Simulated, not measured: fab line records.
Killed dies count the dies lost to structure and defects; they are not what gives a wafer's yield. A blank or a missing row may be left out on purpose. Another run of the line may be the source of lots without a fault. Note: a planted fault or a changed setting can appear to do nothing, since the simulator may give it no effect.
2 desks looking at one fault | flow berkeley_cmos170 | numbers are kept per desk, each desk with only its own; the story behind them comes last

AT THE METROLOGY DESK
What the gauges read for every lot (on any tool): the sampled wafers with a number, averaged. Marked OUT: a lot whose mean sits more than 4 standard deviations from the usual mean, which makes it out of limits; the brackets give that distance.
Columns: A = NWELL_NITRIDE_THK at UCB170_NWELL_THK_MEAS_05, usual 224.7 nm; B = NWELL_TW at UCB170_NWELL_TW_MEAS_16, usual 1241; C = PWELL_OXIDE_THK at UCB170_PWELL_THK_MEAS_03, usual 26.4 nm; D = PWELL_NITRIDE_THK at UCB170_PWELL_THK_MEAS_06, usual 221.0 nm
lot  | first seen here | A     | B    | C    | D
L620 | day 2 12:36     | 223.6 | 1258 | 26.5 | 223.5
L621 | day 3 07:01     | 225.1 | 1222 | 26.0 | 221.7
L622 | day 3 07:01     | 224.5 | 1257 | 26.4 | 220.9
L623 | day 3 18:14     | 229.2 | 1264 | 26.1 | 220.1
L625 | day 3 18:16     | 223.1 | 1214 | 26.3 | 220.5
L627 | day 4 07:28     | 226.4 | 1263 | 27.2 | 224.8
L626 | day 4 07:28     | 225.5 | 1222 | 26.3 | 221.6
L629 | day 4 13:11     | 226.9 | 1227 | 26.4 | 223.1
L628 | day 4 13:12     | 226.9 | 1256 | 26.6 | 218.9
L631 | day 4 13:16     | 225.5 | 1221 | 25.7 | 220.7
L632 | day 5 01:46     | 224.3 | 1179 | 25.9 | 218.6
L634 | day 5 12:55     | 220.0 | 1206 | 27.1 | 220.7
L636 | day 5 21:58     | 223.4 | 1174 | 26.4 | 221.0
L637 | day 5 21:58     | 220.9 | 1250 | 26.6 | 219.6
L641 | day 6 17:28     | 224.3 | 1257 | 27.5 | 221.0
This desk's finding: nothing out of limits on any of the 15 lots.

AT THE TOOL OWNER'S DESK: implanter-01
The tool's own readings at UCB170_NWELL_IMPLANT_14, given as means over the sampled wafers that have a number, one for each lot that went through this tool. Marked OUT: a lot whose mean sits more than 4 standard deviations from the usual mean, which makes it out of limits; the brackets give that distance.
Columns: A = beam_energy_keV at UCB170_NWELL_IMPLANT_14, usual 150.00; B = dose_ions_cm2 at UCB170_NWELL_IMPLANT_14, usual 9.999e+12; C = end_station_pressure_torr at UCB170_NWELL_IMPLANT_14, usual 5.03e-06 Torr
lot  | first seen here | A                        | B         | C
L620 | day 2 14:01     | 149.99                   | 1.001e+13 | 4.99e-06
L622 | day 3 08:03     | 149.96                   | 9.989e+12 | 5.29e-06
L625 | day 3 20:15     | 150.04                   | 9.982e+12 | 4.84e-06
L629 | day 4 15:25     | 150.02                   | 1.000e+13 | 4.84e-06
L631 | day 4 15:43     | 150.00                   | 9.999e+12 | 4.82e-06
L632 | day 5 03:59     | 126.10 (-99 or more) OUT | 1.000e+13 | 5.13e-06
L634 | day 5 15:02     | 126.15 (-99 or more) OUT | 1.001e+13 | 4.73e-06
L636 | day 5 23:01     | 126.14 (-99 or more) OUT | 1.000e+13 | 5.08e-06
This desk's verdict: out of limits on L632, L634, L636, starting with L632 at day 5 03:59 (beam_energy_keV at UCB170_NWELL_IMPLANT_14). L620, L622, L625, L629, L631: within limits.

BROUGHT TOGETHER
On L632, L634, L636, at day 5 03:59, an alarm was possible from the tool owner's desk.
Nothing out of limits was seen by the metrology desk.
The metrology desk has L632, L634, L636 on record, within its limits.
The lots listed all ran UCB170_NWELL_IMPLANT_14 on implanter-01.

WHAT THE SIMULATOR HAD INSERTED
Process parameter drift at UCB170_NWELL_IMPLANT_14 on implanter-01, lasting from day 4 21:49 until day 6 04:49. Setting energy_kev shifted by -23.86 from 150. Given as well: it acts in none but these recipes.
Lots struck among those shown: L632, L634, L636.
Hours from the fault's start to each desk's first reading out of limits: the tool owner's desk, 6.
